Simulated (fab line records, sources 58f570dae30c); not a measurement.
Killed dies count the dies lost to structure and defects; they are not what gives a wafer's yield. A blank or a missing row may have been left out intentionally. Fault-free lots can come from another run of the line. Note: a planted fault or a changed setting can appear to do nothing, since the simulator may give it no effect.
fab line records | flow berkeleyCmos170
[record] lots = 6 wafers = 18 lastDay = 12
route steps=331 shown SILICIDE@212 CONTACT@216
lots untouched by any fault: they come from a run of this same line in which no faults occurred
startH: hours from the record's opening day to when the first of the lot's shown wafers began | waitH: time in hours since the lot's previous step | " the same as in the row above | L1.1+2: one row covering several wafers at once | - either no value or no given start | * or withheld: withheld | < > ~ a bound
route shown NAME@n: names a module that has steps shown in the file, with the first one's number in the route | usual: mean/standard deviation taken from wafers without a fault | same: alike in all rows | chamber/n: place in a boat | sites: the reading at each site | _std_site: standard deviation of those values | _edge_site: inner sites' mean taken away from outer sites' mean | radiusMm: how far each site lies from the wafer's centre | mask NAME#n: copy n | behind: the last tool/chamber to shape the wafer | hold: why the lot went on hold/how many hours it stayed there/how the hold came to an end | device: the transistor (n, p or np) that didn't switch | end of line: the same wafers' tests at the end of the route | a step with no rows: only its recipe | killed: at the first sort, the dies lost to defects and structure; wafer yield is something else | map: the dies of a wafer, with x for killed, . for not killed, _ for no die there
set.NAME: the run value of the setting; set.NAME@STEP: its run value at that earlier step | model.NAME: the simulator's own value behind a step, which no gauge read
a table for each step, a row for each wafer; lots at some steps of the route
services: from which hour (startH, from the record's first day; less than 0 if before it) a tool's chamber was out of use, for how many hours, and why
[[steps]]
[step UCB170_SILICIDE_RS_MEAS_02]
[recipe] thkMeasGauge = four-point-probe reads = Ti_of_SILICIDE_SPUTTER_01
[usual] SILICIDE_TI_RS = 26.2/0.31
// columns lot.wafer tool chamber startH waitH SILICIDE_TI_RS[ohm/sq]
L493.1 filmMetro-04 - 187.66 0.0 25.6
L493.3 " - " " 26.1
L493.6 " - " " 25.8
L497.2 filmMetro-01 - 202.38 0.0 26.8
L497.5 " - " " 26.3
L497.6 " - " " 26.3
L500.2 filmMetro-04 - 212.41 0.0 26.1
L500.3 " - " " 26.0
L500.5 " - " " 26.0
L498.3 filmMetro-04 - 212.74 0.1 25.9
L498.4 " - " " 26.0
L498.6 " - " " 26.2
L508.1 filmMetro-03 - 256.39 0.0 25.9
L508.2 " - " " 26.2
L508.6 " - " " 26.1
L513.1 filmMetro-01 - 274.41 0.0 27.0
L513.3 " - " " 26.6
L513.4 " - " " 27.0
[step UCB170_SILICIDE_THK_MEAS_03]
[recipe] thkMeasGauge = xrf reads = Ti_of_SILICIDE_SPUTTER_01
[usual] SILICIDE_TI_THK = 29.9/0.34
// columns lot.wafer tool chamber startH waitH SILICIDE_TI_THK[nm]
L493.1 filmMetro-04 - 187.78 0.1 30.4
L493.3 " - " " 29.9
L493.6 " - " " 30.2
L497.2 filmMetro-01 - 202.49 0.1 29.4
L497.5 " - " " 29.8
L497.6 " - " " 29.9
L500.2 filmMetro-04 - 212.52 0.1 29.9
L500.3 " - " " 30.0
L500.5 " - " " 30.0
L498.3 filmMetro-04 - 212.84 0.1 30.2
L498.4 " - " " 29.9
L498.6 " - " " 29.9
L508.1 filmMetro-03 - 256.51 0.1 30.5
L508.2 " - " " 30.1
L508.6 " - " " 30.3
L513.1 filmMetro-01 - 274.53 0.1 29.0
L513.3 " - " " 29.3
L513.4 " - " " 29.1
[step UCB170_SILICIDE_RTA_04]
[recipe] tempC = 650 timeS = 15 ambient = N2
[usual] annealTempCMax = 654.4/1.7 chamberO2Ppm = 2.003/0.022 lampPowerPct = 10.88/0.25 wafer_temp_C_max = 653.1/0.76
[same] timeS = 15
// columns lot.wafer tool chamber startH waitH annealTempCMax chamberO2Ppm lampPowerPct wafer_temp_C_max
L493.1 rtpAnneal-02 0 187.84 0.1 655.0 2.004 11.11 652.0
L493.3 " 0 " " 655.8 2.048 11.09 651.6
L493.6 " 0 " " 655.0 2.000 11.09 651.5
L497.2 rtpAnneal-02 0 202.55 0.1 655.4 2.021 11.10 652.8
L497.5 " 0 " " 655.4 2.016 11.10 652.1
L497.6 " 0 " " 654.7 2.018 11.10 652.6
L500.2 rtpAnneal-02 0 212.59 0.1 655.1 1.994 11.10 652.7
L500.3 " 0 " " 655.5 2.013 11.09 652.6
L500.5 " 0 " " 657.2 1.991 11.09 652.9
L498.3 rtpAnneal-01 0 212.90 0.1 652.3 1.988 10.59 652.9
L498.4 " 0 " " 653.3 2.010 10.59 652.6
L498.6 " 0 " " 652.9 2.011 10.59 652.7
L508.1 rtpAnneal-02 0 256.63 0.1 655.7 2.052 11.09 652.2
L508.2 " 0 " " 655.0 2.046 11.10 653.2
L508.6 " 0 " " 655.6 2.039 11.11 652.6
L513.1 rtpAnneal-01 0 274.59 0.1 653.4 2.048 10.61 654.5
L513.3 " 0 " " 652.9 2.028 10.59 654.5
L513.4 " 0 " " 652.1 2.026 10.59 653.0
[step UCB170_SILICIDE_WET_ETCH_05]
[recipe] chemistry = SPM timeS = 45 tempC = 120 target = Ti
[step UCB170_CONTACT_CLEAN_00]
[recipe] chemistry = SPM tempC = 120 timeS = 600
[step UCB170_CONTACT_CVD_01]
[recipe] material = PSG targetThkNm = 700 tempC = 450 precursor = SiH4/O2/PH3 timeS = 2820 pressureMtorr = 300 sih4FlowSccm = 60 o2FlowSccm = 90 ph3FlowSccm = 25
[step UCB170_CONTACT_THK_MEAS_02]
[recipe] reads = PSG_of_CONTACT_CVD_01
[usual] CONTACT_PSG_THK = 696/5.8
// columns lot.wafer tool chamber startH waitH CONTACT_PSG_THK[nm]
L493.1 filmMetro-03 - 189.92 0.0 702
L493.3 " - " " 700
L493.6 " - " " 700
L497.2 filmMetro-03 - 204.62 0.0 692
L497.5 " - " " 687
L497.6 " - " " 692
L500.2 filmMetro-02 - 214.64 0.0 700
L500.3 " - " " 697
L500.5 " - " " 701
L498.3 filmMetro-02 - 216.11 0.0 701
L498.4 " - " " 700
L498.6 " - " " 698
L508.1 filmMetro-02 - 259.08 0.0 697
L508.2 " - " " 698
L508.6 " - " " 692
L513.1 filmMetro-04 - 277.29 0.0 699
L513.3 " - " " 702
L513.4 " - " " 702
[step UCB170_CONTACT_HMDS_03]
[recipe] primeTimeS = 60 primeTempC = 100
[step UCB170_CONTACT_COAT_04]
[recipe] resist = KrF spinRpm = 1500 resistThkNm = 900
[step UCB170_CONTACT_SOFTBAKE_05]
[recipe] resist = KrF tempC = 130 timeS = 60
[step UCB170_CONTACT_STRIP_06]
[recipe] chemistry = O2 powerW = 400 pressureMtorr = 3500 platenTempC = withheld o2FlowSccm = 400 overashFraction = 0.5
[usual] drypumpMotorCurrentA = 5.97/0.25 o2FlowSccm = 399.9/1.1 oesProductAu = 0.734/0.0045 stripTimeToEndpointS = 21.97/0.058
// columns lot.wafer tool chamber startH waitH drypumpMotorCurrentA o2FlowSccm oesProductAu rfHoursCounterH stripTimeToEndpointS
L493.1 plasmaAsher-04 1 190.43 0.1 5.73 400.5 0.738 50 21.99
L493.3 " 0 " " 5.81 397.8 0.738 - 21.96
L493.6 " 1 " " 5.72 400.3 0.739 - 22.02
L497.2 plasmaAsher-04 1 205.12 0.1 5.75 401.0 0.738 52 21.96
L497.5 " 1 " " 5.75 398.7 0.740 - 22.00
L497.6 " 0 " " 5.76 399.4 0.736 - 21.94
L500.2 plasmaAsher-02 0 215.27 0.1 6.09 400.3 0.737 47 21.97
L500.3 " 1 " " 6.27 399.3 0.732 - 21.92
L500.5 " 0 " " 6.12 399.4 0.739 - 21.88
L498.3 plasmaAsher-04 1 216.92 0.1 5.74 400.4 0.738 - 21.95
L498.4 " 0 " " 5.78 400.4 0.732 - 21.93
L498.6 " 1 " " 5.73 397.7 0.735 - 21.96
L508.1 plasmaAsher-02 0 259.95 0.1 6.05 400.6 0.739 52 21.90
L508.2 " 1 " " 6.27 402.7 0.745 52 21.98
L508.6 " 1 " " 6.28 403.4 0.732 - 21.94
L513.1 plasmaAsher-02 1 278.17 0.1 6.27 401.8 0.733 54 21.96
L513.3 " 1 " " 6.27 400.0 0.735 - 21.96
L513.4 " 0 " " 6.06 398.4 0.729 - 22.04
[step UCB170_CONTACT_CLEAN_07]
[recipe] chemistry = SPM tempC = 120 timeS = 600
[step UCB170_CONTACT_RTA_08]
[recipe] tempC = 900 timeS = 10 ambient = N2
[usual] annealTempCMax = 905.6/2.4 chamberO2Ppm = 2.002/0.021 lampPowerPct = 25.3/0.59 timeS = 10/0 wafer_temp_C_max = 904.3/1
// columns lot.wafer tool chamber startH waitH annealTempCMax chamberO2Ppm lampPowerPct timeS wafer_temp_C_max
L493.1 rtpAnneal-02 0 191.03 0.0 906.7 1.997 25.9 10 903.8
L493.3 " 0 " " 909.1 2.005 25.9 10 902.9
L493.6 " 0 " " 907.7 2.002 25.9 10 902.7
L497.2 rtpAnneal-02 - 205.41 0.0 - - - - -
L497.5 " - " " - - - - -
L497.6 " - " " - - - - -
L500.2 rtpAnneal-01 - 215.55 0.0 - - - - -
L500.3 " - " " - - - - -
L500.5 " - " " - - - - -
L498.3 rtpAnneal-01 0 217.23 0.0 904.0 1.981 24.7 10 907.0
L498.4 " 0 " " 903.3 1.998 24.7 10 904.5
L498.6 " 0 " " 904.0 1.974 24.7 10 905.1
L508.1 rtpAnneal-02 0 260.22 0.0 909.0 2.012 25.9 10 904.6
L508.2 " 0 " " 907.7 2.021 25.9 10 904.2
L508.6 " 0 " " 906.9 1.995 25.9 10 903.2
L513.1 rtpAnneal-01 0 278.44 0.0 902.9 1.973 24.7 10 904.3
L513.3 " 0 " " 903.1 1.964 24.7 10 904.4
L513.4 " 0 " " 903.9 1.965 24.7 10 903.7
[step UCB170_CONTACT_COAT_09]
[recipe] resist = BARC tempC = withheld timeS = withheld spinRpm = 3000 resistThkNm = withheld
[[services]]
// columns tool chamber startH hours kind
rtpAnneal-01 - 193.74 9.3 pm
[[key]]
[firstSign] step = UCB170_CONTACT_RTA_08 reading = toolRecord direction = missing
effect none on later readings
metAt UCB170_CONTACT_RTA_08
struckWafers L497.2,L497.5,L497.6,L500.2,L500.3,L500.5
laterRowsLeftOut L497.2,L497.5,L497.6,L500.2,L500.3,L500.5
sortLeftOut L497.2,L497.5,L497.6,L500.2,L500.3,L500.5
testerLeftOut L497,L500
onsetBetween 191.03 205.41
[fault] kind = skippedStepWhole tool = rtpAnneal-01,rtpAnneal-02 chamber = - onsetH = 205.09 steps = UCB170_CONTACT_RTA_08 scope = struckLotsOnly
// testerLeftOut: of these lots the tester's yield and bins aren't shown, on N5 and GAA mostly nor the transistor test; their killed dies are dies lost to structure and defects alone, not to doping, threshold or leakage, so they don't give the yield
// sortLeftOut: the simulated sort isn't trusted on such a fault, so these wafers' sort isn't shown, and their yield isn't known
// laterRowsLeftOut: the simulator's readings of these wafers behind a module that went badly wrong aren't trusted and aren't shown, but for the sort
